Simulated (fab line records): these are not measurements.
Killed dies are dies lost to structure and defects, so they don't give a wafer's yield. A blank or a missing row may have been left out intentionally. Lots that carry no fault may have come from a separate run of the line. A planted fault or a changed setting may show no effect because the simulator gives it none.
A single fault, viewed from 2 desks :: flow berkeley_cmos170 :: each desk has only its own numbers; what lay behind them comes last

== FROM THE METROLOGY DESK ==
What the gauges read for every lot (on any tool): the sampled wafers with a number, averaged. The brackets show how far a lot's mean lies from the usual mean; more than 4 standard deviations puts the lot out of limits, marked OUT.
Columns: A = cd_nm at UCB170_NLDD_CD_MEAS_06, usual 1199.6 nm
lot: L650
first seen here: day 6 06:20
A: 1200.2

lot: L649
first seen here: day 6 06:28
A: 1198.9

lot: L652
first seen here: day 6 10:25
A: 1197.7

lot: L653
first seen here: day 6 18:59
A: 1201.6

lot: L655
first seen here: day 6 19:35
A: 1202.6

lot: L657
first seen here: day 7 11:19
A: 1198.2

lot: L656
first seen here: day 7 12:16
A: 1198.8

lot: L658
first seen here: day 7 18:34
A: 1197.7

lot: L659
first seen here: day 8 06:07
A: 1200.5

lot: L660
first seen here: day 8 06:40
A: 1199.7

lot: L665
first seen here: day 9 09:37
A: 1211.4 (+8.4) OUT

lot: L664
first seen here: day 9 09:53
A: 1209.8 (+7.3) OUT

lot: L671
first seen here: day 10 14:05
A: 1197.9

lot: L672
first seen here: day 11 04:48
A: 1200.2
This desk finds L664, L665 out of limits, L665 being first, at day 9 09:37 (cd_nm at UCB170_NLDD_CD_MEAS_06). Within limits: L650, L649, L652, L653, L655, L657, L656, L658, L659, L660, L671, L672.

== DESK OF THE TOOL OWNER: litho_track-01 ==
For each lot that ran on this tool, the mean over its sampled wafers that have a number, from the tool's own readings at UCB170_NLDD_PEB_04. The brackets show how far a lot's mean lies from the usual mean; more than 4 standard deviations puts the lot out of limits, marked OUT.
Columns: A = heater_power_total_W at UCB170_NLDD_PEB_04, usual 56.81 W; B = plate_temp_C at UCB170_NLDD_PEB_04, usual 130.02 C; C = resist_line_temp_C at UCB170_NLDD_PEB_04, usual 23.01 C
lot: L658
first seen here: day 7 18:17
A: 56.80
B: 130.19
C: 22.91

lot: L659
first seen here: day 8 05:50
A: 56.81
B: 130.10
C: 23.06

lot: L660
first seen here: day 8 06:23
A: 56.80
B: 129.97
C: 23.05

lot: L665
first seen here: day 9 09:21
A: 57.73 (+21) OUT
B: 131.63 (+11) OUT
C: 23.04

lot: L664
first seen here: day 9 09:37
A: 57.74 (+22) OUT
B: 131.56 (+10) OUT
C: 22.93
This desk finds L664, L665 out of limits, L665 being first, at day 9 09:21 (heater_power_total_W at UCB170_NLDD_PEB_04). Within limits: L658, L659, L660.

== BROUGHT TOGETHER ==
The tool owner's desk could have raised an alarm at day 9 09:21, on L664, L665.
On L664, L665, the metrology desk was in a position to raise an alarm at day 9 09:37.
Every lot named ran UCB170_NLDD_PEB_04 on litho_track-01.

== WHAT THE SIMULATOR HAD INSERTED ==
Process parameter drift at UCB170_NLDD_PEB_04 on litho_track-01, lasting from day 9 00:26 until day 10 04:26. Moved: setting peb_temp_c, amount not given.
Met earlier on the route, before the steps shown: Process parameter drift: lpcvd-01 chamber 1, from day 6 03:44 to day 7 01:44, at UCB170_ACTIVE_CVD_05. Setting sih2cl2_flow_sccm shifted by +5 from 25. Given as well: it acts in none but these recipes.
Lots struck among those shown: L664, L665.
Delay (hours) between the fault's onset and each desk's first out-of-limits reading: 9 at the tool owner's desk, 9 at the metrology desk.
